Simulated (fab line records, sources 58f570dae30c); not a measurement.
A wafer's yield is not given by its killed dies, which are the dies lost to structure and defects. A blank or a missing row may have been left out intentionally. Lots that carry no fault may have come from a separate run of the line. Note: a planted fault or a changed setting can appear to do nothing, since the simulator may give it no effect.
The tool behind it: which one? + flow berkeley-cmos170 + route of 331 steps, sampled at 1 step: 14 lots, 42 wafers

WHAT EACH GAUGE READ, for each wafer
UCB170_ACTIVE_THK_MEAS_06. Usual: ACTIVE_NITRIDE_THK 219.9 nm, standard deviation 2.1.
| lot  | measured    | on            | ACTIVE_NITRIDE_THK (nm) | flag |
|------|-------------|---------------|-------------------------|------|
| L764 | day 4 11:39 | film-metro-03 | 218.7 218.8 220.4       |      |
| L767 | day 4 20:20 | film-metro-02 | 222.4 223.9 223.2       |      |
| L766 | day 4 20:21 | film-metro-03 | 220.1 222.4 220.3       |      |
| L771 | day 6 01:09 | film-metro-03 | 220.3 221.4 221.6       |      |
| L770 | day 6 01:13 | film-metro-03 | 216.7 218.5 217.7       |      |
| L773 | day 6 10:41 | film-metro-02 | 220.2 219.4 221.6       |      |
| L779 | day 7 12:27 | film-metro-03 | 215.9 216.2 216.7       |      |
| L778 | day 7 12:29 | film-metro-02 | 220.0 219.2 218.6       |      |
| L781 | day 7 23:28 | film-metro-02 | 220.7 218.4 220.0       |      |
| L782 | day 7 23:28 | film-metro-01 | 220.9 220.6 218.9       |      |
| L783 | day 8 12:34 | film-metro-03 | 220.3 218.0 218.8       |      |
| L784 | day 8 12:34 | film-metro-02 | 221.2 217.5 218.5       |      |
| L785 | day 8 20:54 | film-metro-01 | 218.4 220.1 220.4       |      |
| L786 | day 8 20:55 | film-metro-02 | 220.1 219.3 217.9       |      |

WHICH TOOL RAN EACH LOT (tool, then ch and the chambers of the sampled wafers, then the start)
Before these readings, the record contains no process step.

WHAT THE TOOLS THEMSELVES READ (means of the sampled wafers that have a number; where no wafer has one, the mark that the record gives instead)
The record holds no such reading with a usual standard deviation.

THE ANSWER, worked out from the rows above alone
Rule: a lot is off if the mean of its wafers that have a number lies more than 3 standard deviations from the usual mean. A lot without any number at a reading at which 4 lots or more have one is off too. Any other lot the step has rows for is counted as sound. First the gauges in route order, then the tools' own readings, where a lot's mean is used as printed above. At the first step where some lot is off, the reading lying furthest off is the one used; lots without a number count as furthest.
Across all readings shown, no lot is off: no conclusion can be drawn from this.

WHAT THE SIMULATOR PUT IN
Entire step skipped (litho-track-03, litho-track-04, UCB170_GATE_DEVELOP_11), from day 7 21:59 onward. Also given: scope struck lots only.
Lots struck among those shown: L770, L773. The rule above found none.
